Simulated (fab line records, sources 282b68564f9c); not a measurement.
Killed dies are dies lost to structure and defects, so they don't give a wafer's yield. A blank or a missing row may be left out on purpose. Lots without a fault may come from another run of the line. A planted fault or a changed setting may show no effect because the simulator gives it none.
A struck lot beside a sound one | flow rit_cmos | 15 steps out of a route of 202
Sound: wafers L319.2, L319.4, L319.5. Struck: wafers L325.1, L325.3, L325.6. The cause comes at the end.
At each step with rows: each side's tool, then ch and its chambers, then its first start. Under that, the readings that differ: sound wafers | struck wafers | difference of the means | sigmas: that difference in standard deviations of wafers without a fault.
alike: readings whose means differ by less than 2 such deviations, and words and numbers that are the same on both sides. not compared: withheld readings, readings that some wafer has no value for, bounds like >300 that may hide the same value, and numbers for which the record gives no deviation and whose values overlap.
The two part at a step that has a row with sigmas, a row that says differs or no value, or rows on one side only. Numbers that don't overlap but have no deviation are shown without sigmas and don't part them. A reading that every wafer of one side lacks parts them only if that side has two wafers or more.

RIT_SDANNEAL_RS_MEAS_07: measures by four-point-probe.
  sound on film_metro-02, day 5 09:37; struck on film_metro-03, day 6 15:14
  alike: NLDD_RS
then, 1 step without rows for these wafers: RIT_SILICIDE_WET_ETCH_00 (etches SiO2 in BOE, target depth 14 nm, time 15 s).
RIT_SILICIDE_SPUTTER_01: material Ti, target thk 30 nm, time 231.4 s.
  sound on pvd_sputter-03, day 5 09:44; struck on pvd_sputter-04, day 6 15:23
  alike: throttle_valve_pct
RIT_SILICIDE_RS_MEAS_02: measures by four-point-probe.
  sound on film_metro-04, day 5 09:54; struck on film_metro-04, day 6 15:32
  reading                 | sound          | struck         | difference | sigmas
  SILICIDE_TI_RS (ohm/sq) | 49.9 49.4 49.6 | 51.7 51.8 53.1 | +2.6       | +3
RIT_SILICIDE_THK_MEAS_03: measures by xrf.
  sound on film_metro-04, day 5 10:01; struck on film_metro-04, day 6 15:40
  reading              | sound          | struck         | difference | sigmas
  SILICIDE_TI_THK (nm) | 28.9 29.1 29.2 | 28.1 28.1 27.6 | -1.1       | -3
RIT_SILICIDE_RTA_04: time 10 s, ramp up 5 s, ramp down 5 s.
  sound on rtp_anneal-01 ch 0, day 5 10:04; struck on rtp_anneal-01 ch 0, day 6 15:43
  alike: wafer_temp_C_max
then, 1 step without rows for these wafers: RIT_SILICIDE_WET_ETCH_05 (etches Ti in SPM, time 120 s).
RIT_SILICIDE_RTA_06: time 10 s, ramp up 5 s, ramp down 10 s.
  sound on rtp_anneal-02 ch 0, day 5 10:11; struck on rtp_anneal-02 ch 0, day 6 15:53
  alike: wafer_temp_C_max
RIT_CONTACT_CVD_00: deposits SiO2 from TEOS, target thk 400 nm, time 61 s.
  sound on pecvd-02 ch 1,2, day 5 10:14; struck on pecvd-02 ch 1,2, day 6 15:56
  alike: heater_power_w
RIT_CONTACT_THK_MEAS_01:
  sound on film_metro-03, day 5 10:18; struck on film_metro-03, day 6 16:00
  alike: CONTACT_TEOS_THK
then, 2 steps without rows for these wafers: RIT_CONTACT_HMDS_02 (prime time 60 s); RIT_CONTACT_COAT_03 (resist thk 1000 nm).
RIT_CONTACT_SOFTBAKE_04: time 60 s.
  sound on litho_track-04 ch 0, day 5 10:40; struck on litho_track-02 ch 0, day 6 16:22
  reading                  | sound             | struck            | difference                    | sigmas
  heater_power_total_W (W) | 34.60 34.55 34.56 | 36.38 36.39 36.33 | +1.80                         | +40
  plate_temp_C (C)         | 90.17 90.02 90.06 | - - -             | no value on the struck wafers |
  run_length_s (s)         | 89.45 89.30 89.49 | 79.73 79.79 79.72 | -9.67                         | -48
then, 1 step without rows for these wafers: RIT_CONTACT_EXPOSE_05 (exposes mask M11, target cd 1000 nm).
RIT_M1_PROBE_99:
  sound on prober-02, day 5 16:41; struck on prober-01, day 6 23:03
  alike: killed_at_front_end, killed_dies, killed_open, killed_short

WHERE THEY PART
First at RIT_SILICIDE_RS_MEAS_02; last, within this record, at RIT_CONTACT_SOFTBAKE_04. Later steps at which nothing parts them and some readings are alike: RIT_M1_PROBE_99.

WHY: what the simulator had put in
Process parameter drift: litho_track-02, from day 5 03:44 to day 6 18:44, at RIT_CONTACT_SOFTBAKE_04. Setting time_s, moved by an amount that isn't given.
